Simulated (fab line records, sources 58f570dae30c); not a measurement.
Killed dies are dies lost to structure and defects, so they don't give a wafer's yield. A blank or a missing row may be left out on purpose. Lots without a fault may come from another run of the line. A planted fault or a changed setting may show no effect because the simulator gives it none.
A struck lot beside a sound one | flow berkeley_cmos170 | 23 steps out of a route of 331
Sound: wafers L913.3, L913.5, L913.6. Struck: wafers L924.1, L924.5, L924.6. The cause comes at the end.
At each step with rows: each side's tool, then ch and its chambers, then its first start. Under that, the readings that differ: sound wafers | struck wafers | difference of the means | sigmas: that difference in standard deviations of wafers without a fault.
alike: readings whose means differ by less than 2 such deviations, and words and numbers that are the same on both sides. not compared: withheld readings, readings that some wafer has no value for, bounds like >300 that may hide the same value, and numbers for which the record gives no deviation and whose values overlap.
The two part at a step that has a row with sigmas, a row that says differs or no value, or rows on one side only. Numbers that don't overlap but have no deviation are shown without sigmas and don't part them. A reading that every wafer of one side lacks parts them only if that side has two wafers or more.

first, 6 steps without rows for these wafers: UCB170_ZERO_HMDS_00 (prime time 60 s); UCB170_ZERO_COAT_01 (resist thk 900 nm); UCB170_ZERO_SOFTBAKE_02 (time 60 s); UCB170_ZERO_EXPOSE_03 (exposes mask PM MARKS, target cd 4000 nm); UCB170_ZERO_PEB_04; UCB170_ZERO_DEVELOP_05 (develop time 45 s).
UCB170_ZERO_ETCH_06: etches SiO2 in CHF3/CF4/Ar, time 12 s.
  sound on rie_diel-01 ch 0,3, day 2 05:22; struck on rie_diel-01 ch 0,1,3, day 4 13:35
  alike: drypump_motor_current_A, oes_product_au, throttle_valve_pct
  not compared: rf_hours_counter_h
UCB170_ZERO_STRIP_07: strips in O2.
  sound on plasma_asher-03 ch 0,1, day 2 05:25; struck on plasma_asher-01 ch 0,1, day 4 13:36
  alike: drypump_motor_current_A, oes_product_au, strip_time_to_endpoint_s
  not compared: rf_hours_counter_h
then, 2 steps without rows for these wafers: UCB170_NWELL_WET_ETCH_00 (etches SiO2 in dHF, time 200 s); UCB170_NWELL_OXIDATION_01 (target thk 26.4 nm, ox time 1260 s).
UCB170_NWELL_THK_MEAS_02:
  sound on film_metro-03, day 2 10:55; struck on film_metro-03, day 4 18:07
  alike: NWELL_OXIDE_THK
then, 1 step without rows for these wafers: UCB170_NWELL_ANNEAL_03 (time 900 s).
UCB170_NWELL_CVD_04: deposits Si3N4 from SiH2Cl2/NH3, target thk 224 nm, time 3360 s.
  sound on lpcvd-01 ch 0, day 2 15:03; struck on lpcvd-02 ch 0, day 4 23:48
  reading                                 | sound             | struck            | difference | sigmas
  spike_tc_centre_C (C)                   | 802.4 803.9 804.3 | 813.6 814.1 812.5 | +9.9       | +8
  spike_tc_load_C (C)                     | 826.8 824.1 826.2 | 835.2 835.6 835.5 | +9.7       | +4
  spike_tc_source_C (C)                   | 822.8 824.0 823.6 | 832.0 833.8 832.0 | +9.1       | +8
  susceptor_temp_C (C)                    | 800.3 800.0 799.8 | 808.4 808.4 808.6 | +8.4       | +27
  model.Si3N4_of_NWELL_CVD_04.thk_nm (nm) | 223.3 220.7 221.3 | 265.3 268.6 264.8 | +44.5      |
  alike: sih2cl2_flow_sccm
UCB170_NWELL_THK_MEAS_05:
  sound on film_metro-03, day 2 17:00; struck on film_metro-01, day 5 01:44
  reading                | sound             | struck            | difference | sigmas
  NWELL_NITRIDE_THK (nm) | 223.1 220.8 221.1 | 265.5 268.8 264.9 | +44.7      | +18
then, 6 steps without rows for these wafers: UCB170_NWELL_HMDS_06 (prime time 60 s); UCB170_NWELL_COAT_07 (resist thk 900 nm); UCB170_NWELL_SOFTBAKE_08 (time 60 s); UCB170_NWELL_EXPOSE_09 (exposes mask NWELL, target cd 3000 nm); UCB170_NWELL_PEB_10; UCB170_NWELL_DEVELOP_11 (develop time 45 s).
UCB170_NWELL_OVL_MEAS_12:
  sound on overlay-02, day 2 18:03; struck on overlay-01, day 5 02:38
  alike: NWELL_OVL
UCB170_NWELL_ETCH_13: etches Si3N4 in CH3F/Ar/O2, stops on SiO2, target depth 246.4 nm, time 154 s.
  sound on rie_diel-01 ch 0,2,3, day 2 18:05; struck on rie_diel-03 ch 0,1, day 5 02:40
  reading                  | sound             | struck            | difference | sigmas
  oes_product_au (a.u.)    | 0.941 0.950 0.932 | 0.991 0.968 0.998 | +0.045     | +4
  model.etch.depth_nm (nm) | 223.3 220.7 221.3 | 239.9 244.3 241.1 | +20.0      |
  alike: drypump_motor_current_A, throttle_valve_pct
  not compared: rf_hours_counter_h
then, 1 step without rows for these wafers: UCB170_NWELL_IMPLANT_14.

WHERE THEY PART
First at UCB170_NWELL_CVD_04; last, within this record, at UCB170_NWELL_ETCH_13.

WHY: what the simulator had put in
Process parameter drift: lpcvd-02, from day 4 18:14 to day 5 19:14, at UCB170_NWELL_CVD_04. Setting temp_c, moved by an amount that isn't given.
